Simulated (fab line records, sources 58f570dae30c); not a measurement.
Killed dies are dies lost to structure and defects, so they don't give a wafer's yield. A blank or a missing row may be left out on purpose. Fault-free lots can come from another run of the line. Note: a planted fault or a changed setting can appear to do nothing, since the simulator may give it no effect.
Which of the tools did it? / flow berkeley cmos170 / 42 wafers from 14 lots sampled at 5 of the route's 331 steps

== WHAT THE GAUGES SHOWED, per wafer ==
UCB170_NWELL_THK_MEAS_02. Usual: for NWELL_OXIDE_THK the level is 26.6 nm and the standard deviation is 0.5.
lot=L847; measured=day 2 00:16; on=film metro-03; NWELL_OXIDE_THK (nm)=26.3 26.6 26.2; flag=
lot=L849; measured=day 2 08:56; on=film metro-02; NWELL_OXIDE_THK (nm)=27.9 27.6 27.5; flag=
lot=L851; measured=day 2 17:43; on=film metro-01; NWELL_OXIDE_THK (nm)=27.3 27.2 27.4; flag=
lot=L852; measured=day 2 21:58; on=film metro-01; NWELL_OXIDE_THK (nm)=25.6 25.7 25.4; flag=
lot=L854; measured=day 3 09:55; on=film metro-02; NWELL_OXIDE_THK (nm)=27.0 26.4 26.4; flag=
lot=L855; measured=day 3 14:46; on=film metro-03; NWELL_OXIDE_THK (nm)=26.5 26.5 26.4; flag=
lot=L857; measured=day 4 03:10; on=film metro-02; NWELL_OXIDE_THK (nm)=26.0 26.1 25.9; flag=
lot=L858; measured=day 4 09:26; on=film metro-01; NWELL_OXIDE_THK (nm)=26.2 26.5 26.4; flag=
lot=L859; measured=day 4 15:26; on=film metro-02; NWELL_OXIDE_THK (nm)=27.1 27.4 26.7; flag=
lot=L860; measured=day 4 20:52; on=film metro-01; NWELL_OXIDE_THK (nm)=26.1 25.7 26.3; flag=
lot=L867; measured=day 6 08:13; on=film metro-01; NWELL_OXIDE_THK (nm)=29.9 29.9 30.2; flag=OFF
lot=L868; measured=day 6 12:26; on=film metro-01; NWELL_OXIDE_THK (nm)=29.1 29.2 29.6; flag=OFF
lot=L869; measured=day 6 14:10; on=film metro-02; NWELL_OXIDE_THK (nm)=26.1 25.9 26.0; flag=
lot=L870; measured=day 6 14:10; on=film metro-01; NWELL_OXIDE_THK (nm)=26.2 26.3 26.0; flag=

UCB170_PWELL_THK_MEAS_03. Usual: for PWELL_OXIDE_THK the level is 26.5 nm and the standard deviation is 0.42.
lot=L847; measured=day 2 14:53; on=film metro-03; PWELL_OXIDE_THK (nm)=26.9 26.4 26.3; flag=
lot=L849; measured=day 3 00:59; on=film metro-03; PWELL_OXIDE_THK (nm)=25.9 26.3 26.0; flag=
lot=L851; measured=day 3 15:13; on=film metro-02; PWELL_OXIDE_THK (nm)=26.9 27.2 26.6; flag=
lot=L852; measured=day 3 15:13; on=film metro-03; PWELL_OXIDE_THK (nm)=27.0 26.7 27.4; flag=
lot=L854; measured=day 4 00:19; on=film metro-03; PWELL_OXIDE_THK (nm)=26.2 26.4 26.4; flag=
lot=L855; measured=day 4 09:37; on=film metro-02; PWELL_OXIDE_THK (nm)=26.2 26.2 26.2; flag=
lot=L857; measured=day 4 23:05; on=film metro-04; PWELL_OXIDE_THK (nm)=26.3 25.6 25.7; flag=
lot=L858; measured=day 5 04:19; on=film metro-02; PWELL_OXIDE_THK (nm)=26.5 26.7 26.6; flag=
lot=L859; measured=day 5 15:53; on=film metro-03; PWELL_OXIDE_THK (nm)=26.0 26.0 26.0; flag=
lot=L860; measured=day 5 15:54; on=film metro-04; PWELL_OXIDE_THK (nm)=27.2 27.3 26.7; flag=
lot=L867; measured=day 7 06:49; on=film metro-04; PWELL_OXIDE_THK (nm)=26.5 25.7 26.1; flag=
lot=L868; measured=day 7 06:50; on=film metro-02; PWELL_OXIDE_THK (nm)=26.9 27.0 26.9; flag=
lot=L869; measured=day 7 06:49; on=film metro-03; PWELL_OXIDE_THK (nm)=26.8 26.5 26.4; flag=
lot=L870; measured=day 7 06:52; on=film metro-04; PWELL_OXIDE_THK (nm)=26.4 26.5 26.3; flag=

UCB170_ACTIVE_CD_MEAS_13: target cd 1200 nm. Usual: cd nm at 1199.6 nm, with a standard deviation of 1.2.
lot=L847; measured=day 4 00:42; on=cd sem-01; cd nm (nm)=1200.4 1198.9 1198.0; flag=
lot=L849; measured=day 4 14:05; on=cd sem-01; cd nm (nm)=1199.0 1198.6 1198.9; flag=
lot=L851; measured=day 5 03:18; on=cd sem-01; cd nm (nm)=1199.7 1199.5 1198.8; flag=
lot=L852; measured=day 5 03:31; on=cd sem-01; cd nm (nm)=1199.8 1200.0 1201.5; flag=
lot=L854; measured=day 5 18:12; on=cd sem-02; cd nm (nm)=1200.8 1200.0 1200.3; flag=
lot=L855; measured=day 6 02:22; on=cd sem-01; cd nm (nm)=1199.6 1199.9 1198.0; flag=
lot=L857; measured=day 6 16:31; on=cd sem-01; cd nm (nm)=1200.1 1201.7 1201.7; flag=
lot=L858; measured=day 6 16:37; on=cd sem-02; cd nm (nm)=1199.8 1199.9 1198.6; flag=
lot=L859; measured=day 6 21:30; on=cd sem-01; cd nm (nm)=1198.6 1200.5 1198.8; flag=
lot=L860; measured=day 6 21:25; on=cd sem-02; cd nm (nm)=1200.2 1200.4 1200.7; flag=
lot=L867; measured=day 8 13:58; on=cd sem-02; cd nm (nm)=1201.2 1201.7 1199.6; flag=
lot=L868; measured=day 8 19:52; on=cd sem-01; cd nm (nm)=1203.1 1203.1 1202.0; flag=
lot=L869; measured=day 8 20:07; on=cd sem-01; cd nm (nm)=1200.6 1200.2 1199.8; flag=
lot=L870; measured=day 8 20:23; on=cd sem-01; cd nm (nm)=1201.5 1200.4 1200.5; flag=

UCB170_ACTIVE_CD_MEAS_90: target cd 1200 nm. Usual: cd nm at 1199.5 nm, with a standard deviation of 1.3.
lot=L847; measured=day 4 01:04; on=cd sem-01; cd nm (nm)=1200.5 1198.6 1197.7; flag=
lot=L849; measured=day 4 14:27; on=cd sem-01; cd nm (nm)=1199.1 1198.1 1198.5; flag=
lot=L851; measured=day 5 03:42; on=cd sem-02; cd nm (nm)=1199.7 1199.6 1198.9; flag=
lot=L852; measured=day 5 03:52; on=cd sem-02; cd nm (nm)=1199.6 1199.6 1201.5; flag=
lot=L854; measured=day 5 18:34; on=cd sem-02; cd nm (nm)=1200.7 1200.5 1200.4; flag=
lot=L855; measured=day 6 02:43; on=cd sem-02; cd nm (nm)=1199.4 1200.0 1197.9; flag=
lot=L857; measured=day 6 16:52; on=cd sem-01; cd nm (nm)=1200.6 1201.5 1201.4; flag=
lot=L858; measured=day 6 16:59; on=cd sem-02; cd nm (nm)=1199.7 1199.6 1198.9; flag=
lot=L859; measured=day 6 21:52; on=cd sem-02; cd nm (nm)=1198.7 1200.0 1198.7; flag=
lot=L860; measured=day 6 21:47; on=cd sem-02; cd nm (nm)=1200.7 1200.5 1200.2; flag=
lot=L867; measured=day 8 14:20; on=cd sem-01; cd nm (nm)=1200.9 1201.8 1200.0; flag=
lot=L868; measured=day 8 20:16; on=cd sem-01; cd nm (nm)=1203.1 1203.2 1202.3; flag=
lot=L869; measured=day 8 20:31; on=cd sem-01; cd nm (nm)=1200.3 1200.5 1199.7; flag=
lot=L870; measured=day 8 20:51; on=cd sem-01; cd nm (nm)=1201.8 1200.0 1201.0; flag=

== EACH LOT AND THE TOOL THAT RAN IT (in order: tool; ch and the chambers of the sampled wafers; start) ==
lot=L847; UCB170_NWELL_OXIDATION_01=furnace-01 ch 0, day 1 22:54
lot=L849; UCB170_NWELL_OXIDATION_01=furnace-04 ch 0, day 2 07:35
lot=L851; UCB170_NWELL_OXIDATION_01=furnace-01 ch 0, day 2 16:22
lot=L852; UCB170_NWELL_OXIDATION_01=furnace-03 ch 0, day 2 20:37
lot=L854; UCB170_NWELL_OXIDATION_01=furnace-04 ch 0, day 3 08:34
lot=L855; UCB170_NWELL_OXIDATION_01=furnace-03 ch 0, day 3 13:25
lot=L857; UCB170_NWELL_OXIDATION_01=furnace-03 ch 0, day 4 01:48
lot=L858; UCB170_NWELL_OXIDATION_01=furnace-04 ch 0, day 4 08:04
lot=L859; UCB170_NWELL_OXIDATION_01=furnace-03 ch 0, day 4 14:05
lot=L860; UCB170_NWELL_OXIDATION_01=furnace-04 ch 0, day 4 19:30
lot=L867; UCB170_NWELL_OXIDATION_01=furnace-03 ch 0, day 6 06:52
lot=L868; UCB170_NWELL_OXIDATION_01=furnace-03 ch 0, day 6 11:04
lot=L869; UCB170_NWELL_OXIDATION_01=furnace-01 ch 0, day 6 12:49
lot=L870; UCB170_NWELL_OXIDATION_01=furnace-01 ch 0, day 6 12:49
- UCB170_NWELL_OXIDATION_01: target thk 26.4 nm, ox time 1260 s.

== WHAT THE TOOLS THEMSELVES READ (means of the sampled wafers that have a number; where no wafer has one, the mark that the record gives instead) ==
The record holds no such reading with a usual standard deviation.

== THE ANSWER, worked out from the rows above alone ==
Rule: a lot is off if the mean of its wafers that have a number lies more than 3 standard deviations from the usual mean. A lot without any number at a reading at which 4 lots or more have one is off too. Where the step has rows for the other lots, those lots are counted as sound. The gauges are gone through in route order, then the tools' own readings, and for those a lot's mean is taken as printed above. The first step at which some lot is off is used, and at that step the reading that is off furthest; a lot without a number counts as furthest.
Off: L867, L868, at UCB170_NWELL_THK_MEAS_02 (NWELL_OXIDE_THK).
If a tool, at a process step before that reading, ran all the lots that are off and no sound lot after the first of them, it fits. The gauges at UCB170_NWELL_THK_MEAS_02 are tried like those tools. One candidate fits, namely furnace-03 at UCB170_NWELL_OXIDATION_01. Its last sound lot is L859 (day 4 14:05), its first lot that is off L867 (day 6 06:52): a fault that began between those two fits.

== WHAT HAD BEEN PUT IN BY THE SIMULATOR ==
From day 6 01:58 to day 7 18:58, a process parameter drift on furnace-03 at UCB170_NWELL_OXIDATION_01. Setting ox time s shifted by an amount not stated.
Lots struck among those shown: L867, L868. The same result came from the rule above.
